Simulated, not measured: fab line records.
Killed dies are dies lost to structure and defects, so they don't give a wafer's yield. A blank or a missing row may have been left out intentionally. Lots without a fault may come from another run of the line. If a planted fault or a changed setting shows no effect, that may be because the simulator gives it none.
fab line records    flow berkeley-cmos170
[record] lots = 6  wafers = 16  last-day = 12
route steps=331 shown M1@238
lots that met no fault: taken from a fault-free run of the same line
start-h: hours from the record's first day to the start of the lot's first wafer shown    wait-h: hours since the lot's step before    " unchanged from the row above    L1.1+2: one row covering several wafers at once    - no value, or no start given    * or withheld: withheld    < > ~ a bound
route shown NAME@n: NAME is a module with steps in the file, n the number in the route of the first one    usual: the fault-free wafers' mean and standard deviation    same: alike in all rows    chamber/n: place in a boat    sites: readings site by site    _std_site: their standard deviation    _edge_site: outer sites' mean less inner sites'    radius-mm: for every site, how far away it sits from the centre of the wafer    mask NAME#n: copy n    behind: the last tool/chamber to shape the wafer    hold: why the lot was held/for how many hours/how that ended    device: names the non-switching transistor (n, p or np)    end of line: tests of these same wafers at the route's end    where a step has no rows: the recipe by itself    killed: not the wafer's yield, but the dies lost to structure and defects at the first sort    map: per-die view of a wafer (x killed, . not killed, _ where there is no die)
set.NAME: the setting that was run; set.NAME@STEP: the one run at that earlier step    model.NAME: the simulator's own value behind a step, which no gauge read
lots at some steps of the route; a table a step, a row a wafer
services: from which hour (start-h, from the record's first day; less than 0 if before it) a tool's chamber was out of use, for how many hours, and why
[[steps]]
[step UCB170_M1_SPUTTER_00]
[recipe] material = Al  target-thk-nm = 600  time-s = 80  power-w = 6000  chamber-pressure-pa = 0.5
[usual] throttle-valve-pct = 30.0/0.6
lot.wafer  tool            chamber  start-h  wait-h  throttle-valve-pct
L143.2     pvd-sputter-03  -        167.52   0.0     29.3
L143.4     "               -        "        "       28.9
L143.6     "               -        "        "       29.4
L149.1     pvd-sputter-02  -        197.86   0.0     30.3
L149.3     "               -        "        "       30.6
L149.4     "               -        "        "       30.1
L150.3     pvd-sputter-02  -        198.16   0.0     29.9
L150.4     "               -        "        "       29.5
L150.6     "               -        "        "       31.1
L157.2     pvd-sputter-02  -        239.74   0.0     29.4
L157.6     "               -        "        "       30.1
L160.2     pvd-sputter-03  -        257.06   0.0     29.6
L160.4     "               -        "        "       29.0
L162.1     pvd-sputter-04  -        268.50   0.0     30.3
L162.4     "               -        "        "       30.5
L162.6     "               -        "        "       30.1
[step UCB170_M1_RS_MEAS_01]
[recipe] thk-meas-gauge = four-point-probe  reads = Al_of_M1_SPUTTER_00
[usual] M1_AL_RS = 0.0484/0.00049
lot.wafer  tool           chamber  start-h  wait-h  M1_AL_RS[ohm/sq]
L143.2     film-metro-01  -        167.60   0.1     0.0479
L143.4     "              -        "        "       0.0477
L143.6     "              -        "        "       0.0481
L149.1     film-metro-02  -        197.93   0.0     0.0479
L149.3     "              -        "        "       0.0480
L149.4     "              -        "        "       0.0480
L150.3     film-metro-03  -        198.26   0.1     0.0478
L150.4     "              -        "        "       0.0471
L150.6     "              -        "        "       0.0480
L157.2     film-metro-02  -        239.83   0.1     0.0481
L157.6     "              -        "        "       0.0482
L160.2     film-metro-03  -        257.14   0.1     0.0494
L160.4     "              -        "        "       0.0494
L162.1     film-metro-02  -        268.56   0.0     0.0482
L162.4     "              -        "        "       0.0481
L162.6     "              -        "        "       0.0482
[step UCB170_M1_THK_MEAS_02]
[recipe] thk-meas-gauge = xrf  reads = Al_of_M1_SPUTTER_00
[usual] M1_AL_THK = 601/6.6
lot.wafer  tool           chamber  start-h  wait-h  M1_AL_THK[nm]
L143.2     film-metro-01  -        167.71   0.1     601
L143.4     "              -        "        "       608
L143.6     "              -        "        "       602
L149.1     film-metro-02  -        198.05   0.1     604
L149.3     "              -        "        "       605
L149.4     "              -        "        "       609
L150.3     film-metro-03  -        198.36   0.1     616
L150.4     "              -        "        "       620
L150.6     "              -        "        "       610
L157.2     film-metro-02  -        239.94   0.1     604
L157.6     "              -        "        "       602
L160.2     film-metro-03  -        257.25   0.1     594
L160.4     "              -        "        "       595
L162.1     film-metro-02  -        268.68   0.1     602
L162.4     "              -        "        "       602
L162.6     "              -        "        "       600
[step UCB170_M1_COAT_03]
[recipe] resist = BARC  temp-c = withheld  time-s = withheld  spin-rpm = 3000  resist-thk-nm = withheld
[step UCB170_M1_COAT_04]
[recipe] resist = KrF  spin-rpm = 1500  resist-thk-nm = 900
[step UCB170_M1_SOFTBAKE_05]
[recipe] resist = KrF  temp-c = 130  time-s = 60
[step UCB170_M1_EXPOSE_06]
[recipe] mask-id = METAL1  target-cd-nm = 700  na = 0.5  sigma-outer = 0.6  source-shape = conventional  dose-mj = 21
[step UCB170_M1_PEB_07]
[recipe] peb-temp-c = 130.7  peb-time-s = withheld  resist = KrF
[step UCB170_M1_DEVELOP_08]
[recipe] developer = TMAH  develop-time-s = 45  resist = KrF  dev-temp-c = 21
[step UCB170_M1_CD_MEAS_09]
[recipe] target-cd-nm = 700
[usual] cd-nm = 700.4/1.6
lot.wafer  tool       chamber  start-h  wait-h  cd-nm
L143.2     cd-sem-01  -        169.01   -       698.8
L143.4     "          -        "        "       699.8
L143.6     "          -        "        "       697.9
L149.1     cd-sem-01  -        199.45   -       702.0
L149.3     "          -        "        "       701.7
L149.4     "          -        "        "       700.9
L150.3     cd-sem-01  -        200.04   -       699.7
L150.4     "          -        "        "       700.0
L150.6     "          -        "        "       699.7
L157.2     cd-sem-01  -        240.97   -       700.5
L157.6     "          -        "        "       699.6
L160.2     cd-sem-01  -        259.76   -       700.9
L160.4     "          -        "        "       700.4
L162.1     cd-sem-02  -        269.75   -       701.8
L162.4     "          -        "        "       702.2
L162.6     "          -        "        "       701.4
[step UCB170_M1_OVL_MEAS_10]
[usual] M1_OVL = -3/4.8
lot.wafer  tool        chamber  start-h  wait-h  M1_OVL[nm]
L143.2     overlay-01  -        169.12   0.1     -7
L143.4     "           -        "        "       -3
L143.6     "           -        "        "       0
L149.1     overlay-01  -        199.57   0.1     -3
L149.3     "           -        "        "       -8
L149.4     "           -        "        "       -3
L150.3     overlay-01  -        200.13   0.1     -3
L150.4     "           -        "        "       -3
L150.6     "           -        "        "       -6
L157.2     overlay-01  -        241.08   0.1     4
L157.6     "           -        "        "       7
L160.2     overlay-02  -        259.86   0.1     3
L160.4     "           -        "        "       -1
L162.1     overlay-01  -        269.87   0.1     -6
L162.4     "           -        "        "       -2
L162.6     "           -        "        "       -4
[step UCB170_M1_ETCH_11]
[recipe] chemistry = N2/H2  target-depth-a = withheld  overetch-a = withheld  target = BARC  time-s = withheld  source-w = 500  bias-w = 100  pressure-mtorr = 30  n2-flow-sccm = 100  h2-flow-sccm = 200
[usual] chamber-pressure-mTorr = 29.999/0.027  drypump-motor-current-A = 5.5/0.39  oes-product-au = 1.003/0.026  throttle-valve-pct = 13.28/0.16
lot.wafer  tool         chamber  start-h  wait-h  chamber-pressure-mTorr  drypump-motor-current-A  oes-product-au  throttle-valve-pct
L143.2     rie-diel-02  2        169.15   0.0     30.013                  5.8                      0.993           13.33
L143.4     "            3        "        "       30.072                  5.8                      1.047           13.42
L143.6     "            1        "        "       30.053                  5.0                      1.035           13.21
L149.1     rie-diel-04  3        199.60   0.0     29.977                  5.1                      0.976           13.39
L149.3     "            1        "        "       30.026                  5.0                      0.974           13.39
L149.4     "            2        "        "       30.031                  5.6                      1.002           13.12
L150.3     rie-diel-03  1        200.15   0.0     29.969                  6.1                      1.027           13.36
L150.4     "            3        "        "       30.010                  5.6                      1.013           13.42
L150.6     "            2        "        "       30.021                  5.6                      1.018           13.35
L157.2     rie-diel-04  3        241.11   0.0     29.985                  5.1                      0.969           13.39
L157.6     "            0        "        "       29.986                  5.6                      0.988           13.05
L160.2     rie-diel-03  1        259.89   0.0     30.038                  6.2                      1.040           13.36
L160.4     "            3        "        "       30.005                  5.5                      1.024           13.44
L162.1     rie-diel-04  0        269.91   0.0     29.980                  5.6                      0.989           13.07
L162.4     "            3        "        "       30.012                  5.1                      0.965           13.40
L162.6     "            3        "        "       29.969                  5.1                      0.963           13.40
[step UCB170_M1_METAL_ETCH_12]
[recipe] chemistry = Cl2/BCl3  target = Al  stop-on = PSG  pressure-mtorr = 12  target-depth-a = 7800  over-etch-frac = 0.3  time-s = 130  icp-w = 600  bias-w = 120  Cl2_flow_sccm = 90  bcl3-flow-sccm = 45
[usual] chamber-pressure-mTorr = 12.000/0.011  drypump-motor-current-A = 5.73/0.27  oes-product-au = 0.854/0.011  run-length-s = 158.4/0.39  throttle-valve-pct = 24.52/0.18
lot.wafer  tool          chamber  start-h  wait-h  chamber-pressure-mTorr  drypump-motor-current-A  oes-product-au  rf-hours-counter-h  run-length-s  throttle-valve-pct  model.M1.feature-depth-nm  model.KrF_of_M1_COAT_04.thk-nm  model.etch.depth-nm
L143.2     rie-metal-01  0        169.19   -       11.976                  5.75                     0.846           0                   159.0         24.84               642.6                      442.8                           605.2
L143.4     "             0        "        "       12.000                  5.71                     0.843           -                   158.6         24.85               647.7                      441.6                           610.1
L143.6     "             0        "        "       12.021                  5.72                     0.851           -                   158.8         24.84               641.7                      447.5                           604.5
L149.1     rie-metal-04  0        199.64   -       11.991                  5.52                     0.863           8                   158.7         24.42               645.7                      433.2                           607.5
L149.3     "             1        "        "       11.995                  5.42                     0.860           -                   158.1         24.61               643.6                      438.2                           606.4
L149.4     "             0        "        "       12.005                  5.52                     0.877           -                   158.3         24.43               644.5                      426.9                           605.9
L150.3     rie-metal-01  1        200.24   -       12.011                  6.20                     0.845           -                   158.5         24.30               647.1                      441.8                           609.1
L150.4     "             0        "        "       11.991                  5.77                     0.853           -                   159.1         24.84               654.2                      442.1                           616.8
L150.6     "             1        "        "       11.997                  6.19                     0.848           -                   157.7         24.33               644.5                      435.9                           606.3
L157.2     rie-metal-04  1        241.15   -       12.005                  5.42                     0.997           10                  100.4         24.56               430.8                      639.6                           430.8
L157.6     "             1        "        "       12.013                  5.43                     0.995           -                   100.6         24.55               432.5                      636.7                           432.5
L160.2     rie-metal-04  1        259.94   -       11.967                  5.42                     0.999           10                  100.2         24.53               434.3                      637.8                           434.3
L160.4     "             1        "        "       11.989                  5.43                     0.998           -                   100.6         24.55               433.4                      638.8                           433.4
L162.1     rie-metal-02  1        269.95   -       12.003                  5.85                     0.852           4                   158.4         24.31               640.1                      448.3                           603.4
L162.4     "             1        "        "       11.978                  5.88                     0.861           -                   158.4         24.30               640.1                      448.5                           603.5
L162.6     "             1        "        "       11.989                  5.85                     0.854           -                   158.4         24.32               639.4                      450.4                           603
[step UCB170_M1_STRIP_13]
[recipe] chemistry = O2  power-w = 400  pressure-mtorr = 3500  platen-temp-c = withheld  o2-flow-sccm = 400  overash-fraction = 0.5
[usual] chamber-pressure-mTorr = 3500.1/2.9  drypump-motor-current-A = 5.7/0.41  oes-product-au = 0.720/0.0044
lot.wafer  tool             chamber  start-h  wait-h  chamber-pressure-mTorr  drypump-motor-current-A  oes-product-au  rf-hours-counter-h
L143.2     plasma-asher-01  1        169.33   0.1     3499.2                  5.7                      0.716           47
L143.4     "                0        "        "       3499.5                  5.0                      0.718           -
L143.6     "                1        "        "       3499.0                  5.7                      0.713           -
L149.1     plasma-asher-01  1        199.78   0.1     3499.0                  5.7                      0.718           51
L149.3     "                1        "        "       3494.8                  5.7                      0.723           -
L149.4     "                0        "        "       3498.1                  5.0                      0.716           -
L150.3     plasma-asher-02  1        200.36   0.1     3500.4                  5.5                      0.714           -
L150.4     "                0        "        "       3495.5                  5.8                      0.709           -
L150.6     "                1        "        "       3498.2                  5.5                      0.723           -
L157.2     plasma-asher-02  1        241.28   0.1     3503.9                  5.5                      0.725           48
L157.6     "                0        "        "       3496.2                  5.7                      0.721           -
L160.2     plasma-asher-01  1        260.07   0.1     3501.0                  5.7                      0.719           57
L160.4     "                1        "        "       3501.9                  5.7                      0.732           -
L162.1     plasma-asher-02  0        270.08   0.1     3500.4                  5.8                      0.721           50
L162.4     "                0        "        "       3501.7                  5.8                      0.720           -
L162.6     "                0        "        "       3498.5                  5.8                      0.721           -
[step UCB170_M1_CD_MEAS_90]
[recipe] target-cd-nm = 700
[usual] cd-nm = 701.9/2.8
lot.wafer  tool       chamber  start-h  wait-h  cd-nm
L143.2     cd-sem-02  -        169.45   0.1     696.7
L143.4     "          -        "        "       699.5
L143.6     "          -        "        "       695.0
L149.1     cd-sem-02  -        199.92   0.1     706.6
L149.3     "          -        "        "       702.1
L149.4     "          -        "        "       704.5
L150.3     cd-sem-02  -        200.47   0.1     698.8
L150.4     "          -        "        "       697.0
L150.6     "          -        "        "       702.4
L157.2     cd-sem-01  -        241.40   0.1     714.6
L157.6     "          -        "        "       714.7
L160.2     cd-sem-01  -        260.19   0.1     715.9
L160.4     "          -        "        "       715.3
L162.1     cd-sem-01  -        270.18   0.1     703.3
L162.4     "          -        "        "       704.6
L162.6     "          -        "        "       705.0
[step UCB170_M1_ANNEAL_14]
[recipe] temp-c = 400  time-s = 1200  ambient = forming-gas
[[services]]
tool             chamber  start-h  hours  kind
rie-metal-01     0        145.46   -      clean
rie-metal-01     0        145.46   19.5   scheduled-down
rie-metal-01     0        145.46   19.5   vent-cycle
rie-metal-02     1        147.71   1.4    repair
rie-diel-03      0        148.56   7.9    repair
rie-diel-02      2        174.30   11.2   repair
pvd-sputter-02   -        179.99   1.5    repair
rie-diel-02      0        185.32   1.3    repair
rie-diel-02      0        188.46   7.2    repair
rie-metal-04     1        190.22   5.0    repair
pvd-sputter-03   -        191.22   39.8   repair
plasma-asher-02  -        193.46   1.0    repair
rie-diel-02      2        197.88   4.0    repair
pvd-sputter-04   3        204.91   -      consumable-replace:kit
pvd-sputter-04   3        204.91   18.0   scheduled-down
pvd-sputter-04   3        204.91   18.0   vent-cycle
rie-diel-04      1        205.34   3.3    repair
rie-metal-02     0        207.78   -      clean
rie-metal-02     0        207.78   16.9   scheduled-down
rie-metal-02     0        207.78   16.9   vent-cycle
pvd-sputter-02   -        229.29   7.4    repair
rie-diel-02      -        244.89   2.8    pm
rie-diel-03      -        245.44   2.7    repair
[[key]]
[first-sign] step = UCB170_M1_METAL_ETCH_12  reading = run-length-s  direction = down  sigmas = 99+  usual = *  struck = *
[effect] step = UCB170_M1_METAL_ETCH_12  reading = oes-product-au  direction = up  sigmas = 13  usual = 0.854  struck = 0.997
[effect] step = UCB170_M1_CD_MEAS_90  reading = cd-nm  direction = up  sigmas = 4.8  usual = 701.9  struck = 715.2
[model-effect] step = UCB170_M1_METAL_ETCH_12  value = M1.feature-depth-nm  without = 633.6  struck = 432.8
met-at UCB170_M1_METAL_ETCH_12
struck-wafers L157.2,L157.6,L160.2,L160.4
rows-end L157.2,L157.6,L160.2,L160.4
onset-between 199.64 241.15
[fault] kind = process-parameter-drift  tool = rie-metal-04  chamber = 1  onset-h = 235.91  steps = UCB170_M1_METAL_ETCH_12  channel = time-s  offset = *  shape = step  acts-in = *  stated = *
// rows-end: these wafers met a further fault down the route, and their rows from its step on are left out
